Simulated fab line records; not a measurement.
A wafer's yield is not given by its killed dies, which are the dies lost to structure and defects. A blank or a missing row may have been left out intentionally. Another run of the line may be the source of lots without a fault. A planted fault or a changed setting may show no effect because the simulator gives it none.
fab line records | flow rit-cmos | part 2 of 2: steps 34 to 44 of 44
[record] lots = 5 wafers = 15 last-day = 7
route steps=202 shown PLDD@121 SPACER@125 NSD@131 PSD@142 SDANNEAL@153 NLDD@160 SILICIDE@161
lots that met no fault: taken from a fault-free run of the same line
start-h: start of the lot's first displayed wafer, in hours after the record's first day | wait-h: hours since the lot's step before | " identical to the entry in the row above | L1.1+2: a row that stands for several wafers | - either no value or no given start | * or withheld: withheld | < > ~ a bound
route shown NAME@n: a module of which the file shows steps, and the number in the route of the first | usual: mean and standard deviation over wafers with no fault | same: alike in all rows | chamber/n: place in a boat | sites: readings site by site | _std_site: standard deviation across them | _edge_site: the outer-site mean with the inner-site mean subtracted | radius-mm: for every site, how far away it sits from the centre of the wafer | mask NAME#n: copy n | behind: the most recent tool/chamber to have shaped the wafer | hold: cause of the lot's hold/its duration in hours/its outcome | device: whichever transistor did not switch (one of n, p or np) | end of line: the same wafers' tests at the end of the route | a step with no rows: only its recipe | killed: not the wafer's yield, but the dies lost to structure and defects at the first sort | map: dies across one wafer; x = killed, . = not, _ = none there
set.NAME: setting as actually run; set.NAME@STEP: the setting as run at that earlier step | model.NAME: the simulator's own value behind a step, which no gauge read
lots seen at some steps along the route; tables by step, rows by wafer
services: the hour from which a tool's chamber was out of use, counted from the record's first day as start-h (under 0 if before that day), plus the number of hours and why
[[steps]]
[step RIT_SDANNEAL_CLEAN_01]
[recipe] chemistry = dHF dilution = 50:1 time-s = 30
// columns lot.wafer tool chamber start-h wait-h
L083.2+3+6 wet-bench-03 2 94.30 0.0
L086.3+4+5 wet-bench-03 3 113.19 0.0
L088.3+4+5 wet-bench-01 1 121.34 0.0
L092.1+4+5 wet-bench-01 3 141.30 0.0
L095.1+3+6 wet-bench-04 2 155.75 0.0
[step RIT_SDANNEAL_CLEAN_02]
[recipe] chemistry = SC2 mix = 3:3:50 time-s = 600 temp-c = 75 dry = n2-spin
// columns lot.wafer tool chamber start-h wait-h
L083.2+3+6 wet-bench-03 2 94.32 0.0
L086.3+4+5 wet-bench-01 0 113.21 0.0
L088.3+4+5 wet-bench-03 1 121.37 0.0
L092.1+4+5 wet-bench-04 1 141.33 0.0
L095.1+3+6 wet-bench-01 2 155.76 0.0
[step RIT_SDANNEAL_RTA_03]
[recipe] temp-c = 1050 time-s = 5 idle-temp-c = 600 ramp-up-c-per-s = 342 ramp-down-c-per-s = 171 cool-to-c = 600 ambient = N2
[usual] wafer_temp_C_max = 1053.6/1.1
// columns lot.wafer tool chamber start-h wait-h wafer_temp_C_max
L083.2 rtp-anneal-01 0 94.50 0.0 1053.4
L083.3 " 0 " " 1053.8
L083.6 " 0 " " 1052.5
L086.3 rtp-anneal-02 0 113.58 0.0 1052.7
L086.4 " 0 " " 1052.8
L086.5 " 0 " " 1053.6
L088.3 rtp-anneal-02 0 121.58 0.0 1053.7
L088.4 " 0 " " 1056.6
L088.5 " 0 " " 1052.7
L092.1 rtp-anneal-02 0 141.52 0.0 1054.0
L092.4 " 0 " " 1052.4
L092.5 " 0 " " 1053.4
L095.1 rtp-anneal-01 0 156.11 0.0 1053.6
L095.3 " 0 " " 1055.9
L095.6 " 0 " " 1052.6
[step RIT_SDANNEAL_RS_MEAS_04]
[recipe] thk-meas-gauge = four-point-probe
[usual] PSD_RS = 116.0/0.39
// columns lot.wafer tool chamber start-h wait-h PSD_RS[ohm/sq]
L083.2 film-metro-02 - 94.57 0.1 116.1
L083.3 " - " " 116.0
L083.6 " - " " 116.0
L086.3 film-metro-04 - 113.66 0.1 115.6
L086.4 " - " " 115.7
L086.5 " - " " 115.1
L088.3 film-metro-01 - 121.66 0.1 116.0
L088.4 " - " " 115.9
L088.5 " - " " 116.2
L092.1 film-metro-01 - 141.58 0.0 116.1
L092.4 " - " " 116.7
L092.5 " - " " 116.6
L095.1 film-metro-02 - 156.23 0.1 116.2
L095.3 " - " " 115.9
L095.6 " - " " 115.8
[step RIT_SDANNEAL_RS_MEAS_05]
[recipe] thk-meas-gauge = four-point-probe
[usual] NSD_RS = 84.52/0.28
// columns lot.wafer tool chamber start-h wait-h NSD_RS[ohm/sq]
L083.2 film-metro-02 - 94.69 0.1 84.74
L083.3 " - " " 84.28
L083.6 " - " " 84.58
L086.3 film-metro-04 - 113.78 0.1 84.81
L086.4 " - " " 84.41
L086.5 " - " " 84.71
L088.3 film-metro-01 - 121.78 0.1 84.52
L088.4 " - " " 84.26
L088.5 " - " " 84.31
L092.1 film-metro-01 - 141.70 0.1 84.46
L092.4 " - " " 84.51
L092.5 " - " " 84.46
L095.1 film-metro-02 - 156.35 0.1 84.81
L095.3 " - " " 84.70
L095.6 " - " " 84.70
[step RIT_SDANNEAL_RS_MEAS_06]
[recipe] thk-meas-gauge = four-point-probe
[usual] PLDD_RS = 178.8/0.53
// columns lot.wafer tool chamber start-h wait-h PLDD_RS[ohm/sq]
L083.2 film-metro-02 - 94.81 0.1 178.7
L083.3 " - " " 179.0
L083.6 " - " " 179.1
L086.3 film-metro-04 - 113.90 0.1 178.0
L086.4 " - " " 178.3
L086.5 " - " " 178.3
L088.3 film-metro-01 - 121.90 0.1 178.6
L088.4 " - " " 178.9
L088.5 " - " " 179.1
L092.1 film-metro-01 - 141.82 0.1 179.4
L092.4 " - " " 179.1
L092.5 " - " " 179.2
L095.1 film-metro-02 - 156.47 0.1 178.7
L095.3 " - " " 179.2
L095.6 " - " " 178.8
[step RIT_SDANNEAL_RS_MEAS_07]
[recipe] thk-meas-gauge = four-point-probe
[usual] NLDD_RS = 151.7/0.54
// columns lot.wafer tool chamber start-h wait-h NLDD_RS[ohm/sq]
L083.2 film-metro-02 - 94.93 0.1 151.9
L083.3 " - " " 151.2
L083.6 " - " " 151.9
L086.3 film-metro-04 - 114.02 0.1 151.6
L086.4 " - " " 152.0
L086.5 " - " " 151.3
L088.3 film-metro-01 - 122.02 0.1 151.3
L088.4 " - " " 151.4
L088.5 " - " " 151.5
L092.1 film-metro-01 - 141.94 0.1 151.8
L092.4 " - " " 151.6
L092.5 " - " " 151.9
L095.1 film-metro-02 - 156.59 0.1 153.0
L095.3 " - " " 152.5
L095.6 " - " " 152.8
[step RIT_SILICIDE_WET_ETCH_00]
[recipe] chemistry = BOE target = SiO2 target-depth-nm = 14 time-s = 15 dry = n2-spin dilution = 10:1 temp-c = 21.5
// columns lot.wafer tool chamber start-h wait-h
L083.2+3+6 wet-bench-02 1 95.03 0.1
L086.3+4+5 wet-bench-03 0 114.10 0.1
L088.3+4+5 wet-bench-03 3 122.10 0.1
L092.1+4+5 wet-bench-03 3 142.06 0.1
L095.1+3+6 wet-bench-03 0 156.71 0.1
[step RIT_SILICIDE_SPUTTER_01]
[recipe] material = Ti target-thk-nm = 30 power-w = 350 chamber-pressure-pa = 0.667 gas = Ar time-s = 240 substrate-temp-c = 25
[usual] cathode-dc-power-W = 349.99/0.063 throttle-valve-pct = 29.3/1.3
// columns lot.wafer tool chamber start-h wait-h cathode-dc-power-W throttle-valve-pct
L083.2 pvd-sputter-01 - 95.05 0.0 350.05 27.9
L083.3 " - " " 349.97 29.4
L083.6 " - " " 350.07 27.8
L086.3 pvd-sputter-04 - 114.11 0.0 349.98 30.3
L086.4 " - " " 349.97 30.0
L086.5 " - " " 350.05 30.4
L088.3 pvd-sputter-01 - 122.12 0.0 349.98 28.3
L088.4 " - " " 350.00 27.2
L088.5 " - " " 349.86 27.8
L092.1 pvd-sputter-01 - 142.08 0.0 350.05 26.9
L092.4 " - " " 349.99 29.5
L092.5 " - " " 349.98 29.4
L095.1 pvd-sputter-04 - 156.72 0.0 350.02 30.3
L095.3 " - " " 349.92 29.6
L095.6 " - " " 350.01 29.3
[step RIT_SILICIDE_RS_MEAS_02]
[recipe] thk-meas-gauge = four-point-probe reads = Ti_of_SILICIDE_SPUTTER_01
[usual] SILICIDE_TI_RS = 47.7/0.82
// columns lot.wafer tool chamber start-h wait-h SILICIDE_TI_RS[ohm/sq]
L083.2 film-metro-03 - 95.22 0.1 46.7
L083.3 " - " " 48.1
L083.6 " - " " 46.8
L086.3 film-metro-01 - 114.30 0.1 47.2
L086.4 " - " " 49.0
L086.5 " - " " 47.5
L088.3 film-metro-03 - 122.31 0.1 47.5
L088.4 " - " " 47.5
L088.5 " - " " 46.7
L092.1 film-metro-03 - 142.23 0.1 47.6
L092.4 " - " " 48.3
L092.5 " - " " 47.7
L095.1 film-metro-03 - 156.87 0.1 47.5
L095.3 " - " " 48.3
L095.6 " - " " 47.8
[step RIT_SILICIDE_THK_MEAS_03]
[recipe] thk-meas-gauge = xrf reads = Ti_of_SILICIDE_SPUTTER_01
[usual] SILICIDE_TI_THK = 30.3/0.42
// columns lot.wafer tool chamber start-h wait-h SILICIDE_TI_THK[nm]
L083.2 film-metro-03 - 95.33 0.1 30.8
L083.3 " - " " 30.1
L083.6 " - " " 30.5
L086.3 film-metro-01 - 114.40 0.1 30.7
L086.4 " - " " 29.9
L086.5 " - " " 30.6
L088.3 film-metro-03 - 122.41 0.1 30.4
L088.4 " - " " 30.2
L088.5 " - " " 30.6
L092.1 film-metro-03 - 142.35 0.1 30.2
L092.4 " - " " 29.9
L092.5 " - " " 30.2
L095.1 film-metro-03 - 156.99 0.1 30.3
L095.3 " - " " 29.7
L095.6 " - " " 29.9
[[services]]
// columns tool chamber start-h hours kind
iline-stepper-01 0 82.56 - calibration
pvd-sputter-01 - 83.83 0.6 repair
rie-diel-01 - 98.85 2.4 repair
plasma-asher-03 - 99.70 4.1 repair
plasma-asher-04 - 108.75 9.0 pm
plasma-asher-04 0 108.75 9.0 vent-cycle
plasma-asher-04 1 108.75 9.0 vent-cycle
plasma-asher-01 - 112.34 9.9 pm
lpcvd-01 - 113.53 14.6 pm
plasma-asher-04 0 117.75 - clean
plasma-asher-04 1 117.75 - clean
iline-stepper-02 - 124.47 1.7 pm
rie-diel-01 2 131.50 3.7 repair
pvd-sputter-01 - 132.38 3.9 repair
implanter-01 - 133.72 1.7 repair
implanter-01 - 141.19 3.8 repair
iline-stepper-01 - 145.82 2.1 pm
iline-stepper-01 - 147.90 - consumable-replace:lamp
